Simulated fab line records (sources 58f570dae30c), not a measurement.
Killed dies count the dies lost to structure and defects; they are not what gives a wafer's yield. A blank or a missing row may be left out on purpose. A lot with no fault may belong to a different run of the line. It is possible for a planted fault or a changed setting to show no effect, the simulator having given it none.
Comparing a struck lot with a sound one | flow berkeley-cmos170 | 43 out of 331 route steps
Sound: these wafers, L513.1, L513.2, L513.6. Wafers struck: L531.3, L531.4, L531.6. The cause comes at the end.
Order at every step that has rows: each side's tool, ch and its chambers, its first start. Under that, the readings that differ: sound wafers | struck wafers | difference of the means | sigmas: that difference in standard deviations of wafers without a fault.
alike: same words and numbers on both sides, and readings whose means sit less than 2 such deviations apart. not compared: any withheld reading, any reading some wafer has no value for, any bound like >300 that may hide the same value, and any number with overlapping values for which the record gives no deviation.
The two part at a step that has a row with sigmas, a row that says differs or no value, or rows on one side only. Non-overlapping numbers with no deviation appear without sigmas and do not part them. A reading missing from all wafers of one side parts the sides only when that side holds two or more wafers.

UCB170_SACOX_THK_MEAS_02:
  sound on film-metro-03, day 5 19:25; struck on film-metro-02, day 10 00:02
  alike: SACOX_OXIDE_THK
then, 2 steps without rows for these wafers: UCB170_SCREENOX_WET_ETCH_00 (etches SiO2 in dHF, time 200 s); UCB170_SCREENOX_OXIDATION_01 (target thk 14.4 nm, ox time 2400 s).
UCB170_SCREENOX_THK_MEAS_02:
  sound on film-metro-02, day 6 02:26; struck on film-metro-04, day 10 07:01
  alike: SCREENOX_OXIDE_THK
then, 7 steps without rows for these wafers: UCB170_SCREENOX_ANNEAL_03 (time 900 s); UCB170_NVT_HMDS_00 (prime time 60 s); UCB170_NVT_COAT_01 (resist thk 909.7 nm); UCB170_NVT_SOFTBAKE_02 (time 60 s); UCB170_NVT_EXPOSE_03 (exposes mask PWELL, target cd 3000 nm); UCB170_NVT_PEB_04; UCB170_NVT_DEVELOP_05 (develop time 45 s).
UCB170_NVT_OVL_MEAS_06:
  sound on overlay-02, day 6 11:11; struck on overlay-01, day 10 14:58
  alike: NVT_OVL
UCB170_NVT_IMPLANT_07:
  sound on implanter-01 ch 0, day 6 11:14; struck on implanter-04 ch 0, day 10 15:03
  alike: faraday-current-uA
UCB170_NVT_STRIP_08: strips in O2.
  sound on plasma-asher-02 ch 0,1, day 6 11:23; struck on plasma-asher-04 ch 0,1, day 10 15:11
  alike: drypump-motor-current-A, oes-product-au, strip-time-to-endpoint-s
  not compared: rf-hours-counter-h
UCB170_NVT_TW_MEAS_09:
  sound on film-metro-04, day 6 11:29; struck on film-metro-04, day 10 15:16
  reading | sound       | struck      | difference | sigmas
  NVT_TW  | 537 534 537 | 521 519 520 | -16        | -3
then, 7 steps without rows for these wafers: UCB170_NVT_CLEAN_10 (cleans in SPM, time 600 s); UCB170_PVT_HMDS_00 (prime time 60 s); UCB170_PVT_COAT_01 (resist thk 900 nm); UCB170_PVT_SOFTBAKE_02 (time 60 s); UCB170_PVT_EXPOSE_03 (exposes mask NWELL, target cd 3000 nm); UCB170_PVT_PEB_04; UCB170_PVT_DEVELOP_05 (develop time 45 s).
UCB170_PVT_OVL_MEAS_06:
  sound on overlay-02, day 6 13:25; struck on overlay-02, day 10 17:07
  alike: PVT_OVL
next, for these wafers, 1 step has no rows: UCB170_PVT_IMPLANT_07.
UCB170_PVT_STRIP_08: strips in O2.
  sound on plasma-asher-02 ch 0,1, day 6 13:36; struck on plasma-asher-02 ch 0,1, day 10 17:19
  alike: drypump-motor-current-A, oes-product-au, strip-time-to-endpoint-s
  not compared: rf-hours-counter-h
UCB170_PVT_TW_MEAS_09:
  sound on film-metro-01, day 6 13:42; struck on film-metro-04, day 10 17:25
  alike: PVT_TW
then, 1 step without rows for these wafers: UCB170_GATE_WET_ETCH_00 (etches SiO2 in dHF, time 200 s).
UCB170_FIELD_THK_MEAS_91:
  sound on film-metro-02, day 6 13:50; struck on film-metro-01, day 10 17:43
  alike: FIELD_OXIDE_LEFT_2_THK
then, 1 step without rows for these wafers: UCB170_GATE_OXIDATION_01 (target thk 6.6 nm, ox time 1800 s).
UCB170_GATE_THK_MEAS_02:
  sound on film-metro-01, day 6 20:49; struck on film-metro-03, day 10 22:59
  alike: GATE_OXIDE_THK
then, 2 steps without rows for these wafers: UCB170_GATE_ANNEAL_03 (time 1800 s); UCB170_GATE_CVD_04 (deposits poly-Si from SiH4, time 1440 s, target thk 214 nm).
UCB170_GATE_THK_MEAS_05:
  sound on film-metro-02, day 7 04:25; struck on film-metro-03, day 11 05:43
  alike: GATE_POLY_THK
then, 6 steps without rows for these wafers: UCB170_GATE_COAT_06; UCB170_GATE_COAT_07 (resist thk 900 nm); UCB170_GATE_SOFTBAKE_08 (time 60 s); UCB170_GATE_EXPOSE_09 (exposes mask POLY, target cd 350 nm); UCB170_GATE_PEB_10; UCB170_GATE_DEVELOP_11 (develop time 45 s).
UCB170_GATE_CD_MEAS_12: the cd target is 350 nm.
  sound on cd-sem-01, day 7 05:39; struck on cd-sem-01, day 11 07:18
  alike: cd-nm
UCB170_GATE_OVL_MEAS_13:
  sound on overlay-02, day 7 05:46; struck on overlay-01, day 11 07:23
  alike: GATE_OVL
UCB170_GATE_ETCH_14: etches BARC in N2/H2.
  sound on rie-diel-01 ch 0,3, day 7 05:48; struck on rie-diel-01 ch 1,2,3, day 11 07:25
  alike: drypump-motor-current-A, oes-product-au, throttle-valve-pct
UCB170_M3_PROBE_99:
  sound on prober-01, day 8 22:11; struck on prober-02, day 12 21:40
  reading                                           | sound                    | struck                  | difference | sigmas
  model.etest.nmos_0p35.drive-ua-um-range           | 6.344 6.962 7.105        | 23.91 31.38 23.29       | +19.39     |
  model.etest.nmos_0p35.drive-ua-um-rim-less-centre | 1.229 -2.99 3.744        | -14.19 -6.679 -7.088    | -9.98      |
  model.etest.nmos_0p35.swing-mv-dec                | 77.46 78.02 77.69        | 75.31 76.41 76.18       | -1.76      |
  model.etest.nmos_0p35.off-log10-a-um              | -10.97 -11.13 -11.06     | -10.51 -10.62 -10.65    | +0.46      |
  model.etest.nmos_0p6.off-log10-a-um               | -11.96 -12.09 -12.02     | -11.72 -11.81 -11.75    | +0.26      |
  model.etest.ring.quiet-log10-a (angstrom)         | -8.819 -8.903 -8.874     | -8.372 -8.545 -8.538    | +0.380     |
  model.etest.gate-end-array.leak-log10-a-um        | -11.87 -11.93 -11.84     | -11.72 -11.66 -11.66    | +0.20      |
  model.etest.nmos_0p35.vt-v-range                  | 0.008834 0.006865 0.0124 | 0.04834 0.04192 0.04747 | +0.03654   |

## WHERE THEY PART
At UCB170_NVT_TW_MEAS_09 and nowhere else, as far as this record goes. Later steps at which nothing parts them and some readings are alike: UCB170_PVT_OVL_MEAS_06, UCB170_PVT_STRIP_08, UCB170_PVT_TW_MEAS_09, UCB170_FIELD_THK_MEAS_91, UCB170_GATE_THK_MEAS_02, UCB170_GATE_THK_MEAS_05, UCB170_GATE_CD_MEAS_12, UCB170_GATE_OVL_MEAS_13, UCB170_GATE_ETCH_14.

WHY: the cause the simulator had injected
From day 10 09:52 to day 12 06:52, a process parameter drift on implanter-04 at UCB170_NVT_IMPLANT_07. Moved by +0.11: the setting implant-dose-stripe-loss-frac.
